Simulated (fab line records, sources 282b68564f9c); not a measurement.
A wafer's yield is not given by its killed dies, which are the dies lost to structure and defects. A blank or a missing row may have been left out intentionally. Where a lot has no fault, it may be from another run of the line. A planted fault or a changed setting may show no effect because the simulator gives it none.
fab line records	flow ritCmos
record: lots: 7	wafers: 21	lastDay: 7
route steps=202 shown GATE@95 REOX@98 NLDD@103
lots that met no fault: from a run of the same line without faults
startH: hours from the record's opening day to when the first of the lot's shown wafers began	waitH: how many hours have passed since the lot's step before this one	" repeats the value in the row above	L1.1+2: several wafers, shown together as one row	- either no value or no given start	* or withheld: withheld	< > ~ a bound
route shown NAME@n: names a module that has steps shown in the file, with the first one's number in the route	usual: mean/standard deviation of fault-free wafers	same: alike in all rows	chamber/n: place in a boat	sites: readings site by site	_std_site: the values' standard deviation	_edge_site: inner sites' mean taken away from outer sites' mean	radiusMm: how far each site lies from the wafer's centre	mask NAME#n: copy n	behind: tool/chamber where the wafer was last shaped	hold: the reason the lot was held/the length of the hold in hours/how it ended	device: which transistor (n, p or np) failed to switch	end of line: tests of these same wafers at the route's end	a step without rows: its recipe alone	killed: not the wafer's yield, but the dies lost to structure and defects at the first sort	map: per-die view of a wafer (x killed, . not killed, _ where there is no die)
set.NAME: the setting the step ran with; set.NAME@STEP: the setting that earlier step ran with	model.NAME: the simulator's own value behind a step, which no gauge read
lots at some steps of the route; a table a step, a row a wafer
services: the hour from which a tool's chamber was out of use, counted from the record's first day as startH (under 0 if before that day), plus the number of hours and why
== steps ==
step: RIT_GATE_ETCH_19
recipe: chemistry: SF6/CHF3/O2	timeS: 165	SF6_flow_sccm: 30	CHF3_flow_sccm: 30	O2_flow_sccm: 5	target: poly-Si	pressureMtorr: 40	rfW: 160	targetDepthA: 3125	overEtchFrac: 0.25	stopOn: SiO2
usual: drypumpMotorCurrentA: 5.96/0.28	oesProductAu: 0.856/0.014	rfFwdPowerW: 159.3/0.54	throttleValvePct: 10.20/0.075
lot.wafer	tool	chamber	startH	waitH	drypumpMotorCurrentA	oesProductAu	rfFwdPowerW	rfHoursCounterH	throttleValvePct
L971.1	rieSi-01	0	53.02	0.1	5.73	0.873	159.9	13	10.11
L971.3	"	1	"	"	5.48	0.857	160.1	3	10.17
L971.4	"	2	"	"	5.97	0.849	158.3	112	10.30
L972.1	rieSi-02	1	58.08	0.1	6.02	0.855	159.5	1	10.27
L972.5	"	2	"	"	5.86	0.865	158.5	-	10.18
L972.6	"	1	"	"	5.98	0.854	160.3	-	10.26
L983.3	rieSi-02	2	113.04	0.1	5.83	0.854	158.4	2	10.20
L983.4	"	3	"	"	6.45	0.873	158.8	-	10.27
L983.6	"	2	"	"	5.83	0.865	159.9	-	10.20
L984.2	rieSi-01	1	116.82	0.1	5.44	0.853	158.9	3	10.18
L984.4	"	2	"	"	6.02	0.853	159.3	113	10.30
L984.5	"	3	"	"	6.19	0.854	158.9	-	10.09
L985.1	rieSi-02	2	121.79	0.1	5.82	0.846	159.5	2	10.21
L985.2	"	3	"	"	6.46	0.864	158.6	4	10.27
L985.5	"	1	"	"	6.00	0.827	158.9	-	10.25
L986.1	rieSi-01	3	128.40	0.1	6.21	0.849	158.5	143	10.10
L986.2	"	0	"	"	5.72	0.872	160.0	14	10.11
L986.4	"	2	"	"	6.01	0.839	159.7	113	10.30
L991.1	rieSi-02	0	151.67	0.1	6.07	0.841	158.8	0	10.11
L991.3	"	1	"	"	6.01	0.848	159.8	2	10.25
L991.4	"	2	"	"	5.85	0.867	160.0	2	10.18
step: RIT_GATE_STRIP_20
recipe: chemistry: O2	timeS: 180	resist: NOVOLAK	platenTempC: withheld	powerW: 500	pressureMtorr: 4000	o2FlowSccm: 4000
usual: drypumpMotorCurrentA: 5.6/0.66
lot.wafer	tool	chamber	startH	waitH	drypumpMotorCurrentA	rfHoursCounterH
L971.1	plasmaAsher-03	0	53.12	0.1	5.6	41
L971.3	"	1	"	"	6.5	-
L971.4	"	0	"	"	5.5	-
L972.1	plasmaAsher-01	1	58.19	0.1	5.1	43
L972.5	"	1	"	"	5.0	-
L972.6	"	0	"	"	5.4	-
L983.3	plasmaAsher-03	0	113.20	0.1	5.6	-
L983.4	"	1	"	"	6.6	-
L983.6	"	1	"	"	6.6	-
L984.2	plasmaAsher-04	1	116.93	0.1	4.7	50
L984.4	"	1	"	"	4.7	-
L984.5	"	0	"	"	6.2	-
L985.1	plasmaAsher-01	0	121.90	0.1	5.4	0
L985.2	"	1	"	"	5.0	0
L985.5	"	1	"	"	5.0	-
L986.1	plasmaAsher-04	0	128.51	0.1	6.2	51
L986.2	"	1	"	"	4.7	51
L986.4	"	0	"	"	6.2	-
L991.1	plasmaAsher-03	1	151.78	0.1	6.6	52
L991.3	"	1	"	"	6.6	-
L991.4	"	0	"	"	5.6	-
step: RIT_GATE_CD_MEAS_90
recipe: targetCdNm: 150
usual: cdNm: 149.6/2.2
lot.wafer	tool	chamber	startH	waitH	cdNm
L971.1	cdSem-01	-	53.30	0.1	148.1
L971.3	"	-	"	"	150.1
L971.4	"	-	"	"	148.0
L972.1	cdSem-01	-	58.36	0.1	149.4
L972.5	"	-	"	"	151.2
L972.6	"	-	"	"	150.6
L983.3	cdSem-01	-	113.36	0.1	149.1
L983.4	"	-	"	"	151.2
L983.6	"	-	"	"	146.6
L984.2	cdSem-01	-	117.13	0.1	149.4
L984.4	"	-	"	"	147.4
L984.5	"	-	"	"	149.2
L985.1	cdSem-01	-	122.07	0.1	148.9
L985.2	"	-	"	"	147.7
L985.5	"	-	"	"	150.9
L986.1	cdSem-01	-	128.68	0.1	152.1
L986.2	"	-	"	"	151.6
L986.4	"	-	"	"	151.9
L991.1	cdSem-01	-	151.95	0.1	147.5
L991.3	"	-	"	"	144.8
L991.4	"	-	"	"	147.6
step: RIT_REOX_CLEAN_00
recipe: chemistry: SC1	mix: 3:3:50	timeS: 600	tempC: 75
step: RIT_REOX_CLEAN_01
recipe: chemistry: dHF	dilution: 50:1	timeS: 30
step: RIT_REOX_CLEAN_02
recipe: chemistry: SC2	mix: 3:3:50	timeS: 600	tempC: 75	dry: n2Spin
step: RIT_REOX_OXIDATION_03
recipe: tempC: 900	ambient: O2	targetThkA: 252	oxTimeS: 5580
step: RIT_REOX_THK_MEAS_04
recipe: reads: SiO2_of_REOX_OXIDATION_03
usual: REOX_OXIDE_THK: 25.2/0.45
lot.wafer	tool	chamber	startH	waitH	REOX_OXIDE_THK[nm]
L971.1	filmMetro-03	-	56.37	0.0	24.9
L971.3	"	-	"	"	24.5
L971.4	"	-	"	"	24.6
L972.1	filmMetro-04	-	61.40	0.0	24.1
L972.5	"	-	"	"	24.4
L972.6	"	-	"	"	24.2
L983.3	filmMetro-02	-	116.39	0.0	24.6
L983.4	"	-	"	"	24.7
L983.6	"	-	"	"	24.5
L984.2	filmMetro-03	-	120.15	0.0	25.6
L984.4	"	-	"	"	25.1
L984.5	"	-	"	"	25.0
L985.1	filmMetro-02	-	125.13	0.0	25.9
L985.2	"	-	"	"	25.3
L985.5	"	-	"	"	25.5
L986.1	filmMetro-02	-	131.72	0.0	25.4
L986.2	"	-	"	"	25.1
L986.4	"	-	"	"	25.5
L991.1	filmMetro-04	-	154.99	0.0	24.8
L991.3	"	-	"	"	24.8
L991.4	"	-	"	"	24.7
step: RIT_NLDD_HMDS_00
recipe: primeTimeS: 60	primeTempC: 140
step: RIT_NLDD_COAT_01
recipe: resist: NOVOLAK	spinRpm: 3250	resistThkNm: 1000
step: RIT_NLDD_SOFTBAKE_02
recipe: resist: NOVOLAK	tempC: 90	timeS: 60
step: RIT_NLDD_EXPOSE_03
recipe: maskId: M7	na: 0.57	targetCdNm: 40700	doseMj: 250
step: RIT_NLDD_PEB_04
recipe: resist: NOVOLAK	tempC: withheld	timeS: withheld
usual: chillPlateTempC: *	exhaustPa: 45.1/0.92
lot.wafer	tool	chamber	startH	waitH	chillPlateTempC	exhaustPa
L971.1	lithoTrack-02	0	57.36	0.4	*	43.2
L971.3	"	0	"	"	*	45.0
L971.4	"	0	"	"	*	43.4
L972.1	lithoTrack-04	0	62.02	0.1	*	44.4
L972.5	"	0	"	"	*	45.2
L972.6	"	0	"	"	*	44.6
L983.3	lithoTrack-02	-	117.23	0.1	-	-
L983.4	"	-	"	"	-	-
L983.6	"	-	"	"	-	-
L984.2	lithoTrack-02	-	120.80	0.1	-	-
L984.4	"	-	"	"	-	-
L984.5	"	-	"	"	-	-
L985.1	lithoTrack-02	-	125.88	0.1	-	-
L985.2	"	-	"	"	-	-
L985.5	"	-	"	"	-	-
L986.1	lithoTrack-03	0	132.35	0.1	*	44.0
L986.2	"	0	"	"	*	45.5
L986.4	"	0	"	"	*	44.6
L991.1	lithoTrack-02	0	155.66	0.1	*	44.2
L991.3	"	0	"	"	*	43.5
L991.4	"	0	"	"	*	44.9
step: RIT_NLDD_DEVELOP_05
recipe: resist: NOVOLAK	developTimeS: 50	devTempC: 23
== services ==
tool	chamber	startH	hours	kind
rieSi-02	-	75.80	1.2	repair
rieSi-01	2	79.38	5.0	repair
rieSi-01	3	84.62	4.9	repair
plasmaAsher-01	-	108.85	9.0	pm
plasmaAsher-01	0	108.85	9.0	ventCycle
plasmaAsher-01	1	108.85	9.0	ventCycle
rieSi-02	0	111.21	6.5	repair
rieSi-02	0	117.69	-	clean
rieSi-02	0	117.69	18.6	scheduledDown
rieSi-02	0	117.69	18.6	ventCycle
plasmaAsher-01	0	117.85	-	clean
plasmaAsher-01	1	117.85	-	clean
rieSi-02	3	128.69	6.2	repair
rieSi-01	3	142.15	-	clean
rieSi-01	3	142.15	15.1	scheduledDown
rieSi-01	3	142.15	15.1	ventCycle
plasmaAsher-04	-	151.20	3.0	repair
== key ==
firstSign: step: RIT_NLDD_PEB_04	reading: toolRecord	direction: missing
effect none on later readings
metAt RIT_NLDD_PEB_04
struckWafers L983.3,L983.4,L983.6,L984.2,L984.4,L984.5,L985.1,L985.2,L985.5
rowsEnd L985.1,L985.2,L985.5
sortLeftOut L983.3,L983.4,L983.6,L984.2,L984.4,L984.5
testerLeftOut L983,L984
onsetBetween 57.36 117.23
fault: kind: skippedStepWhole	tool: lithoTrack-02	chamber: -	onsetH: 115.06	steps: RIT_NLDD_PEB_04	scope: struckLotsOnly
testerLeftOut: of these lots the tester's yield and bins aren't shown, on N5 and GAA mostly nor the transistor test; their killed dies are dies lost to structure and defects alone, not to doping, threshold or leakage, so they don't give the yield
sortLeftOut: the simulated sort isn't trusted on such a fault, so these wafers' sort isn't shown, and their yield isn't known
rowsEnd: these wafers met a further fault down the route, and their rows from its step on are left out
